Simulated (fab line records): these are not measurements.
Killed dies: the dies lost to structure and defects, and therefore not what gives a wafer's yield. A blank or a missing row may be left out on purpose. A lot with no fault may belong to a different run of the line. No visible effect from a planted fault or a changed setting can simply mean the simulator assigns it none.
A single fault, viewed from 2 desks || flow berkeley_cmos170 || numbers are kept per desk, each desk with only its own; the story behind them comes last

== THE METROLOGY DESK ==
Means of the sampled wafers that have a number, per lot and without regard to the tool the lot ran on: this is what the gauges read. The brackets show how far a lot's mean lies from the usual mean; more than 4 standard deviations puts the lot out of limits, marked OUT.
Columns: A = PFIELD_TW at UCB170_PFIELD_TW_MEAS_09, usual 595; B = GATE_POLY_THK at UCB170_GATE_THK_MEAS_05, usual 214.5 nm; C = cd_nm at UCB170_GATE_CD_MEAS_90, usual 349.6 nm
{"lot": "L996", "first seen here": "day 4 08:49", "A": 604, "B": 214.8, "C": 351.1}
{"lot": "L997", "first seen here": "day 4 20:28", "A": 592, "B": 217.9, "C": 350.4}
{"lot": "L999", "first seen here": "day 4 20:44", "A": 607, "B": 214.7, "C": 350.1}
{"lot": "L101", "first seen here": "day 5 09:49", "A": 595, "B": "194.3 (-9.6) OUT", "C": 349.7}
{"lot": "L105", "first seen here": "day 6 09:43", "A": 608, "B": 217.2, "C": 350.4}
{"lot": "L106", "first seen here": "day 6 10:00", "A": 596, "B": 213.5, "C": 350.2}
{"lot": "L109", "first seen here": "day 6 21:56", "A": 597, "B": 211.5, "C": 349.6}
{"lot": "L113", "first seen here": "day 7 20:15", "A": 590, "B": 214.5, "C": 350.0}
{"lot": "L114", "first seen here": "day 8 04:28", "A": 594, "B": 213.8, "C": 350.1}
{"lot": "L115", "first seen here": "day 8 08:18", "A": 590, "B": 213.5, "C": 349.5}
{"lot": "L116", "first seen here": "day 8 18:31", "A": 592, "B": 215.4, "C": 349.5}
{"lot": "L117", "first seen here": "day 8 18:46", "A": 596, "B": 216.1, "C": 348.4}
{"lot": "L119", "first seen here": "day 9 09:40", "A": 592, "B": 210.0, "C": 349.8}
This desk reports L101 out of limits; the earliest was L101 at day 7 02:09 (GATE_POLY_THK at UCB170_GATE_THK_MEAS_05). L996, L997, L999, L105, L106, L109, L113, L114, L115, L116, L117, L119 stayed within limits.

== FOR THE TOOL OWNER'S DESK: lpcvd-01 ==
The tool's own readings at UCB170_GATE_CVD_04 (deposits poly-Si from SiH4, time 1440 s, target thk 214 nm): means of the sampled wafers that have a number, for each lot that ran on this tool. The brackets show how far a lot's mean lies from the usual mean; more than 4 standard deviations puts the lot out of limits, marked OUT.
Columns: A = pressure_mtorr at UCB170_GATE_CVD_04, usual 375.1 mTorr
{"lot": "L996", "first seen here": "day 5 19:16", "A": 376.2}
{"lot": "L997", "first seen here": "day 6 05:50", "A": 375.2}
{"lot": "L999", "first seen here": "day 6 05:50", "A": 374.9}
{"lot": "L101", "first seen here": "day 7 00:41", "A": "298.7 (-99 or more) OUT"}
{"lot": "L114", "first seen here": "day 9 22:17", "A": 375.0}
{"lot": "L116", "first seen here": "day 10 17:56", "A": 375.0}
{"lot": "L117", "first seen here": "day 10 17:56", "A": 375.4}
This desk's verdict: out of limits on L101, starting with L101 at day 7 00:41 (pressure_mtorr at UCB170_GATE_CVD_04). L996, L997, L999, L114, L116, L117 stayed within limits.

== TAKEN TOGETHER ==
On L101, at day 7 00:41, an alarm was possible from the tool owner's desk.
Metrology desk: alarm possible at day 7 02:09 on L101.
On lpcvd-01, each named lot ran UCB170_GATE_CVD_04.

== WHAT THE SIMULATOR HAD PUT IN ==
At UCB170_GATE_CVD_04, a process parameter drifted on lpcvd-01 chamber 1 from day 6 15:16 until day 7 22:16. A move of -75 in setting pressure_mtorr, from 375. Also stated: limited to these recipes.
Shown lots that were struck: L101.
Fault start to first reading out of limits, in hours, per desk: tool owner, 9; metrology, 11.
